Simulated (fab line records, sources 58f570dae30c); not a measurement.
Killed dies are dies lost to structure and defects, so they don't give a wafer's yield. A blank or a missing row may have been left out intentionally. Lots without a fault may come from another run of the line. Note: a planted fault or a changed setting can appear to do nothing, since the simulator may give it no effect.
Comparing a struck lot with a sound one	flow berkeley cmos170	16 out of 331 route steps
Sound: the wafers L111.1, L111.3, L111.5. The struck wafers were L129.1, L129.2, L129.5. Last of all comes the cause.
Order at every step that has rows: each side's tool, ch and its chambers, its first start. Under that, the readings that differ: sound wafers	struck wafers	difference of the means	sigmas: that difference in standard deviations of wafers without a fault.
alike: same words and numbers on both sides, and readings whose means sit less than 2 such deviations apart. not compared: any withheld reading, any reading some wafer has no value for, any bound like >300 that may hide the same value, and any number with overlapping values for which the record gives no deviation.
A row with sigmas, a row that says differs or no value, or rows on one side alone: a step with any of these is where the two part. When numbers do not overlap yet have no deviation, they are printed without sigmas and do not part them. Lack of a reading on every wafer of one side parts them only where that side has two or more wafers.

UCB170_M1_SPUTTER_00: material Al, target thk 600 nm, time 80 s.
  sound: pvd sputter-04 at day 7 18:01; struck: pvd sputter-01 at day 11 09:51
  alike: throttle valve pct
UCB170_M1_RS_MEAS_01: measures by four-point-probe.
  sound: film metro-01 at day 7 18:04; struck: film metro-02 at day 11 09:55
  alike: M1_AL_RS
UCB170_M1_THK_MEAS_02: measures by xrf.
  sound: film metro-01 at day 7 18:11; struck: film metro-02 at day 11 10:02
  alike: M1_AL_THK
then, 6 steps without rows for these wafers: UCB170_M1_COAT_03; UCB170_M1_COAT_04 (resist thk 900 nm); UCB170_M1_SOFTBAKE_05 (time 60 s); UCB170_M1_EXPOSE_06 (exposes mask METAL1, target cd 700 nm); UCB170_M1_PEB_07; UCB170_M1_DEVELOP_08 (develop time 45 s).
UCB170_M1_CD_MEAS_09: target cd 700 nm.
  sound: cd sem-02 at day 7 20:07; struck: cd sem-02 at day 11 12:02
  alike: cd nm
UCB170_M1_OVL_MEAS_10:
  sound: overlay-01 at day 7 20:14; struck: overlay-01 at day 11 12:10
  alike: M1_OVL
UCB170_M1_ETCH_11: etches BARC in N2/H2.
  sound on rie diel-04 ch 2,3, day 7 20:16; struck on rie diel-01 ch 0,3, day 11 12:12
  alike: drypump motor current A, oes product au, rf fwd power W, throttle valve pct
UCB170_M1_METAL_ETCH_12: etches Al in Cl2/BCl3, stops on PSG, target depth 780 nm, time 130 s.
  sound on rie metal-02 ch 0,1, day 7 20:19; struck on rie metal-02 ch 0,1, day 11 12:14
reading	sound	struck	difference	sigmas
oes product au (a.u.)	0.869 0.885 0.870	0.779 0.800 0.784	-0.087	-6
rf fwd power W (W)	598.7 599.1 597.9	360.3 358.5 359.7	-239.1	-99 or more
model.KrF_of_M1_COAT_04.thk nm (nm)	428 433.3 430.2	594.3 595.8 590.3	+163.0	
model.M1.feature depth nm (nm)	650 652.3 648.8	508.9 504.5 510.7	-142.3	
model.etch.depth nm (nm)	611.9 614.6 610.9	508.9 504.5 510.7	-104.4	
  alike: drypump motor current A, throttle valve pct
  not compared: rf hours counter h
UCB170_M1_STRIP_13: strips in O2.
  sound on plasma asher-01 ch 0,1, day 7 20:26; struck on plasma asher-01 ch 0,1, day 11 12:23
  alike: drypump motor current A, oes product au
  not compared: rf hours counter h
UCB170_M1_CD_MEAS_90: target cd 700 nm.
  sound: cd sem-01 at day 7 20:32; struck: cd sem-01 at day 11 12:29
reading	sound	struck	difference	sigmas
cd nm (nm)	702.7 702.6 702.3	714.2 711.3 711.7	+9.9	+6
then, 1 step without rows for these wafers: UCB170_M1_ANNEAL_14 (time 1200 s).

## WHERE THEY PART
First at UCB170_M1_METAL_ETCH_12; last, within this record, at UCB170_M1_CD_MEAS_90.

WHY: what the simulator had put in
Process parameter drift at UCB170_M1_METAL_ETCH_12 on rie metal-02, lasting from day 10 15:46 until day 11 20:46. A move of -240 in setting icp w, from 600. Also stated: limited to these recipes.
